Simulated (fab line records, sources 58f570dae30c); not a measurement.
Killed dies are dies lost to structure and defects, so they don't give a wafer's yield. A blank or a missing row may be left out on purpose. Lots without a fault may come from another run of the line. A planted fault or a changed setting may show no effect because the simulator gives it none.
Chamber matching | flow berkeley_cmos170 | UCB170_PSD_CLEAN_11 on wet_bench-03: 3 sister chambers
The step cleans in SPM, time 600 s. 6 wafers are shown with their chamber, then 6 later ones without.

WAFERS WITH THEIR CHAMBER
wafer  | chamber | bath_guard_temp_C (C) | bath_heat_duty_pct (%)
L200.3 | 0       | 119.5                 | 14.4
L200.5 | 0       | 119.3                 | 14.3
L202.2 | 3       | 119.8                 | 12.8
L202.3 | 3       | 119.4                 | 13.9
L217.3 | 2       | 120.7                 | 13.5
L217.6 | 2       | 120.7                 | 14.3

WAFERS WITHOUT THEIR CHAMBER
wafer  | bath_guard_temp_C (C) | bath_heat_duty_pct (%)
L219.2 | 119.7                 | 13.3
L219.3 | 120.0                 | 13.6
L219.6 | 120.0                 | 12.5
L221.3 | 120.9                 | 13.5
L221.4 | 121.0                 | 13.3
L221.5 | 120.6                 | 13.1

WHICH CHAMBER EACH WENT THROUGH
wafer  | from the rows above          | in truth
L219.2 | can't be placed: 3 or 0      | 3
L219.3 | can't be placed: 3 or 0 or 2 | 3
L219.6 | can't be placed: 3 or 2      | 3
L221.3 | 2                            | 2
L221.4 | 2                            | 2
L221.5 | 2                            | 2
Placed correctly: 3 of 6. Can't be placed from these rows: 3 (the true chamber is among the candidates in 3). Placed wrongly: 0.
How it was worked out, from the rows above alone: a wafer's distance from a chamber is the root of the sum, over the readings, of the square of ((its reading less the chamber's mean) divided by the reading's scatter). The wafer belongs to the nearest chamber; if the next one is less than 2 further off, it can't be placed. A chamber's mean is the mean of its shown wafers. The scatter: the root of (the sum of the squares of (reading less its chamber's mean) over the shown wafers, divided by (wafers less chambers)).
